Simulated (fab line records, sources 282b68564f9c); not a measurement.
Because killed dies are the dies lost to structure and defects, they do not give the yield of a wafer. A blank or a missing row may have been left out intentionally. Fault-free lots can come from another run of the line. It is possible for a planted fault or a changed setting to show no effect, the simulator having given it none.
Code-filled problem report in 8D (eight disciplines) form -- flow rit_cmos -- the parts of the form that need people (team, actions taken, sign-off) are left out

== 1. THE ISSUE ==
Across 6 wafers from 2 lots, FOX2_OXIDE_THK at RIT_FOX2_THK_MEAS_01 averages 412 nm, while fault-free wafers read 348 nm with a standard deviation of 6.3. Relative to the usual mean, that is a shift of +10 standard deviations.
The first sign was on wafer L175.2 at day 3 16:17, on film_metro-03. The record holds 42 wafers of 14 lots with a number at this step. Rule for "out" (also "out of limits"): further than 4 standard deviations from the usual mean. Any other wafer with a number is counted as sound.

== 2. WHAT IT IS AND WHAT IT IS NOT ==
question,is,is not
which readings at this step,FOX2_OXIDE_THK,-
which lots,"L175, L178","L166, L167, L169, L170, L171, L173, L174, L176, L181, L184, L187, L189"
which wafers of those lots,all that have a number,-
read on which gauges,"film_metro-02, film_metro-03",film_metro-04
when,from day 3 16:17,"up to then (21 sound wafers); but 15 sound wafers of L176, L181, L184, L187, L189 came after"

== 3. SUSPECTS, AND WHAT RULES EACH OUT ==
Counting: a tool stays on the suspect list if, at a process step up to the reading, it processed all lots that are out and no sound lot following the first of them.
- the gauge at RIT_FOX2_THK_MEAS_01 has been ruled out. Those wafers that are out were read across 2 gauges (film_metro-02, film_metro-03).
- furnace-04 at RIT_FOX2_OXIDATION_00 (target thk 350.7 nm, ox time 1130 s): kept. It processed each lot that is out, first L175 at day 3 14:58, and no sound lot thereafter; up to then, the last sound lot it processed was L174 at day 3 10:45. Its own spike_tc_centre_C, spike_tc_load_C, spike_tc_source_C, tube_center_temp_C, tube_center_temp_C_max readings are out on those wafers.
Left after counting: furnace-04 at RIT_FOX2_OXIDATION_00.

== 4. THE CAUSE (what the simulator had put in) ==
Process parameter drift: furnace-04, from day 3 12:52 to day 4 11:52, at RIT_FOX2_OXIDATION_00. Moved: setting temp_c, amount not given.
Only this tool survived the counting.

== 5. THE EFFECT CHAIN, in route order ==
Each row: a reading where the mean over the struck wafers with a number is more than 3 standard deviations away from the usual. Only readings whose record carries a usual standard deviation are examined. hours: median over the lots of the time between each lot's start at the first step of this table that gives one and its start at this step. sigmas: the change, counted in usual standard deviations.
hours,step,reading,usual,on struck wafers,change,sigmas
0,RIT_FOX2_OXIDATION_00,spike_tc_centre_C,1102.8 C,1139.2,+36.4,+23
0,RIT_FOX2_OXIDATION_00,spike_tc_load_C,1128.7 C,1163.3,+34.6,+25
0,RIT_FOX2_OXIDATION_00,spike_tc_source_C,1127.9 C,1162.8,+34.9,+32
0,RIT_FOX2_OXIDATION_00,tube_center_temp_C,1100 C,1135,+35,+99 or more
0,RIT_FOX2_OXIDATION_00,tube_center_temp_C_max,1102.8,1138.0,+35.2,+86
1,RIT_FOX2_THK_MEAS_01,FOX2_OXIDE_THK,348 nm,412,+64,+10
2,RIT_FOX2_THK_MEAS_90,FIELD_OXIDE_LEFT_1_THK,321 nm,385,+64,+10
16,RIT_FOX2_THK_MEAS_91,FIELD_OXIDE_LEFT_2_THK,253 nm,317,+64,+10
It contains these process steps:
- RIT_FOX2_OXIDATION_00: target thk 350.7 nm, ox time 1130 s.

== 6. HOW IT WOULD HAVE BEEN CAUGHT EARLIER ==
3 hours passed between the start of the fault at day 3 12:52 and the first reading out of limits at a measuring or inspecting step in this record, taken at day 3 16:17.
Tool's own readings at RIT_FOX2_OXIDATION_00, spike_tc_centre_C, spike_tc_load_C, spike_tc_source_C, tube_center_temp_C, tube_center_temp_C_max: out on all struck wafers the step has rows for; an alarm limit on them would have tripped on the first.
Among the 2 lots that are out, L178 began RIT_FOX2_OXIDATION_00 on furnace-04 after day 3 16:17. A tool hold placed at that time would have kept it from harm.
